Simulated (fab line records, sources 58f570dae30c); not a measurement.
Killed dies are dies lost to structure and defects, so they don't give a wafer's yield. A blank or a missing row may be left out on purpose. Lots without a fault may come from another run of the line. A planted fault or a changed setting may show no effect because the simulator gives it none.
Which tool did it? | flow berkeley_cmos170 | 15 lots, 45 wafers sampled, at 7 steps of a route of 331

WHAT THE GAUGES READ, wafer by wafer
UCB170_NWELL_OVL_MEAS_12.
lot  | measured    | on         | NWELL_OVL (nm)
L548 | day 2 17:10 | overlay-02 | -7 0 -2
L549 | day 2 17:26 | overlay-01 | -1 -1 -5
L552 | day 3 08:49 | overlay-02 | -9 -4 -3
L556 | day 4 03:01 | overlay-02 | -2 -5 -7
L557 | day 4 10:48 | overlay-01 | -12 -10 -4
L559 | day 4 15:34 | overlay-01 | 3 1 3
L558 | day 4 15:41 | overlay-01 | -3 3 5
L560 | day 4 20:00 | overlay-01 | -10 -4 -6
L561 | day 5 06:29 | overlay-01 | 3 -3 -8
L562 | day 5 07:13 | overlay-01 | 8 0 -4
L563 | day 5 12:04 | overlay-02 | -3 -4 2
L566 | day 6 02:40 | overlay-02 | -9 -1 -5
L567 | day 6 06:44 | overlay-02 | 2 2 4
L568 | day 6 20:16 | overlay-01 | 1 1 -4
L570 | day 6 23:02 | overlay-01 | -12 -14 -18

UCB170_PWELL_OVL_MEAS_13.
lot  | measured    | on         | PWELL_OVL (nm)
L548 | day 3 09:11 | overlay-01 | 3 0 6
L549 | day 3 08:55 | overlay-02 | -1 -10 -4
L552 | day 4 01:07 | overlay-01 | -4 -1 -8
L556 | day 4 21:36 | overlay-01 | 5 2 3
L557 | day 5 06:44 | overlay-01 | -1 -8 0
L559 | day 5 06:52 | overlay-02 | -5 -13 -12
L558 | day 5 10:40 | overlay-01 | 3 1 -3
L560 | day 5 10:55 | overlay-02 | 3 7 9
L561 | day 5 22:08 | overlay-01 | -12 -8 -9
L562 | day 6 04:55 | overlay-01 | 1 -2 -7
L563 | day 6 05:01 | overlay-02 | -5 -5 -4
L566 | day 6 22:16 | overlay-02 | -9 -7 -6
L567 | day 7 03:25 | overlay-02 | -4 -4 0
L568 | day 7 17:05 | overlay-02 | 0 2 -1
L570 | day 7 16:51 | overlay-02 | 3 -4 -4

UCB170_FIELD_THK_MEAS_02.
lot  | measured    | on            | FIELD_OXIDE_THK (nm)
L548 | day 4 21:05 | film_metro-04 | 557 555 548
L549 | day 4 21:05 | film_metro-03 | 548 553 549
L552 | day 5 08:10 | film_metro-03 | 555 565 557
L556 | day 6 10:38 | film_metro-04 | 557 570 564
L557 | day 6 15:59 | film_metro-03 | 568 575 568
L559 | day 6 15:59 | film_metro-04 | 554 556 561
L558 | day 6 16:02 | film_metro-04 | 564 573 570
L560 | day 6 16:03 | film_metro-03 | 562 553 566
L561 | day 7 12:52 | film_metro-01 | 584 585 597
L562 | day 7 12:53 | film_metro-04 | 597 602 597
L563 | day 7 12:53 | film_metro-03 | 571 588 585
L566 | day 8 09:16 | film_metro-04 | 567 555 559
L567 | day 8 16:35 | film_metro-04 | 550 545 546
L568 | day 9 05:26 | film_metro-01 | 553 553 552
L570 | day 9 05:26 | film_metro-04 | 561 550 554

UCB170_FIELD_THK_MEAS_90.
lot  | measured    | on            | FIELD_OXIDE_LEFT_1_THK (nm)
L548 | day 5 03:16 | film_metro-03 | 440 439 432
L549 | day 5 03:16 | film_metro-04 | 431 435 431
L552 | day 5 14:16 | film_metro-01 | 439 448 441
L556 | day 6 16:58 | film_metro-03 | 440 453 448
L557 | day 6 22:22 | film_metro-04 | 449 457 451
L559 | day 6 22:26 | film_metro-04 | 438 439 445
L558 | day 6 22:26 | film_metro-03 | 447 457 453
L560 | day 6 22:23 | film_metro-03 | 444 435 448
L561 | day 7 20:24 | film_metro-04 | 469 469 481
L562 | day 7 20:25 | film_metro-03 | 480 485 481
L563 | day 7 20:25 | film_metro-01 | 454 471 468
L566 | day 8 17:28 | film_metro-03 | 450 437 442
L567 | day 9 01:46 | film_metro-03 | 433 429 430
L568 | day 9 13:10 | film_metro-01 | 437 437 435
L570 | day 9 13:07 | film_metro-03 | 444 433 438

UCB170_NVT_OVL_MEAS_06.
lot  | measured     | on         | NVT_OVL (nm)
L548 | day 5 14:32  | overlay-01 | 0 -1 -6
L549 | day 5 14:27  | overlay-02 | -9 -3 -6
L552 | day 6 02:39  | overlay-01 | -2 -1 5
L556 | day 7 05:00  | overlay-01 | 2 -2 1
L557 | day 7 07:54  | overlay-02 | 10 7 2
L559 | day 7 06:47  | overlay-02 | -3 4 6
L558 | day 7 08:52  | overlay-01 | 8 6 11
L560 | day 7 07:52  | overlay-01 | 3 3 -7
L561 | day 8 04:43  | overlay-02 | 1 -4 7
L562 | day 8 05:08  | overlay-02 | 10 14 5
L563 | day 8 05:00  | overlay-01 | -3 -6 -5
L566 | day 9 09:39  | overlay-01 | -4 -2 -4
L567 | day 9 16:22  | overlay-02 | -12 1 -4
L568 | day 10 06:47 | overlay-02 | -11 -5 -3
L570 | day 10 06:19 | overlay-02 | 1 2 -9

UCB170_FIELD_THK_MEAS_91.
lot  | measured     | on            | FIELD_OXIDE_LEFT_2_THK (nm)
L548 | day 5 18:11  | film_metro-04 | 352 351 342
L549 | day 5 18:01  | film_metro-04 | 344 348 345
L552 | day 6 05:53  | film_metro-01 | 350 361 353
L556 | day 7 08:10  | film_metro-01 | 353 365 360
L557 | day 7 10:54  | film_metro-01 | 361 369 362
L559 | day 7 10:11  | film_metro-01 | 349 351 356
L558 | day 7 11:23  | film_metro-04 | 359 369 365
L560 | day 7 11:07  | film_metro-01 | 356 348 360
L561 | day 8 07:48  | film_metro-01 | 380 381 393
L562 | day 8 08:38  | film_metro-03 | 390 395 392
L563 | day 8 08:43  | film_metro-01 | 364 381 378
L566 | day 9 13:05  | film_metro-04 | 361 348 353
L567 | day 9 18:16  | film_metro-03 | 345 341 342
L568 | day 10 09:46 | film_metro-01 | 348 349 346
L570 | day 10 08:56 | film_metro-04 | 355 346 349

WHICH TOOL RAN EACH LOT (tool, then ch and the chambers of the sampled wafers, then the start)
lot  | UCB170_FIELD_OXIDATION_01
L548 | furnace-02 ch 0, day 4 18:04
L549 | furnace-02 ch 0, day 4 18:04
L552 | furnace-02 ch 0, day 5 05:10
L556 | furnace-04 ch 0, day 6 07:38
L557 | furnace-01 ch 0, day 6 12:59
L559 | furnace-01 ch 0, day 6 12:59
L558 | furnace-01 ch 0, day 6 12:59
L560 | furnace-01 ch 0, day 6 12:59
L561 | furnace-01 ch 0, day 7 09:52
L562 | furnace-01 ch 0, day 7 09:52
L563 | furnace-01 ch 0, day 7 09:52
L566 | furnace-04 ch 0, day 8 06:16
L567 | furnace-04 ch 0, day 8 13:35
L568 | furnace-04 ch 0, day 9 02:26
L570 | furnace-04 ch 0, day 9 02:26
- UCB170_FIELD_OXIDATION_01: target thk 558.3 nm, ox time 7200 s.

WHAT THE TOOLS THEMSELVES READ (means of the sampled wafers that have a number; where no wafer has one, the mark that the record gives instead)
UCB170_FIELD_OXIDATION_01.
lot  | tool       | spike_tc_centre_C (C) | spike_tc_load_C (C) | tube_center_temp_C (C) | tube_center_temp_C_max
L548 | furnace-02 | 1002.3                | 1021.9              | 1000                   | 1002.7
L549 | furnace-02 | 1002.8                | 1021.1              | 1000                   | 1002.8
L552 | furnace-02 | 1003.5                | 1021.9              | 1000                   | 1002.3
L556 | furnace-04 | 1002.5                | 1021.8              | 1000                   | 1002.5
L557 | furnace-01 | 1000.6                | 1024.0              | 1000                   | 1002.4
L559 | furnace-01 | 1002.1                | 1025.0              | 1000                   | 1002.4
L558 | furnace-01 | 1000.9                | 1023.7              | 1000                   | 1002.7
L560 | furnace-01 | 1000.6                | 1025.0              | 1000                   | 1002.8
L561 | furnace-01 | 1009.7                | 1033.0              | 1008                   | 1010.3
L562 | furnace-01 | 1008.8                | 1033.2              | 1008                   | 1010.4
L563 | furnace-01 | 1010.3                | 1033.1              | 1008                   | 1010.1
L566 | furnace-04 | 1000.9                | 1022.4              | 1000                   | 1003.2
L567 | furnace-04 | 1000.7                | 1022.9              | 1000                   | 1002.7
L568 | furnace-04 | 1001.3                | 1021.8              | 1000                   | 1002.5
L570 | furnace-04 | 1002.4                | 1021.1              | 1000                   | 1002.3

THE ANSWER, worked out from the rows above alone
Rule: what is usual is taken from the lots themselves. Put in order of their means at a reading, lots are off if they are a third of the lots or fewer, leave a main group of 4 or more, and stand apart from it by a gap of 3 or more times the standard deviation of the main group's means; of several such gaps the widest counts. A main group whose means are all the same, to the digits that the tables above print for the reading, isn't used. A lot without any number at a reading at which 4 lots or more have one is off too. The other lots that the step has rows for count as sound. The gauges are gone through in route order, then the tools' own readings, and for those a lot's mean is taken as printed above. The first step at which some lot is off is used, and at that step the reading that is off furthest; a lot without a number counts as furthest.
Off: L561, L562, L563, at UCB170_FIELD_OXIDATION_01 (tube_center_temp_C_max). The main group: mean 1002.6, standard deviation 0.25.
A tool fits if, at that step or a process step before it, it ran every lot that is off, and no sound lot after the first of them. One fits: furnace-01 at UCB170_FIELD_OXIDATION_01. Its last sound lot is L557 (day 6 12:59), its first lot that is off L561 (day 7 09:52): a fault that began between those two fits.
The tool's own readings at UCB170_FIELD_OXIDATION_01 bear it out: on the lots that are off they differ by more than 5 times the standard deviation of the sound lots' means. spike_tc_centre_C reads 1009.6 C there against 1001.7 C on the sound lots; spike_tc_load_C reads 1033.1 C there against 1022.7 C on the sound lots; tube_center_temp_C reads 1008 C there against 1000 C on the sound lots; tube_center_temp_C_max reads 1010.3 there against 1002.6 on the sound lots.

WHAT THE SIMULATOR HAD PUT IN
Process parameter drift: furnace-01, from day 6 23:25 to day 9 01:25, at UCB170_FIELD_OXIDATION_01. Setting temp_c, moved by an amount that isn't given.
Lots struck among those shown: L561, L562, L563. The rule above found the same.
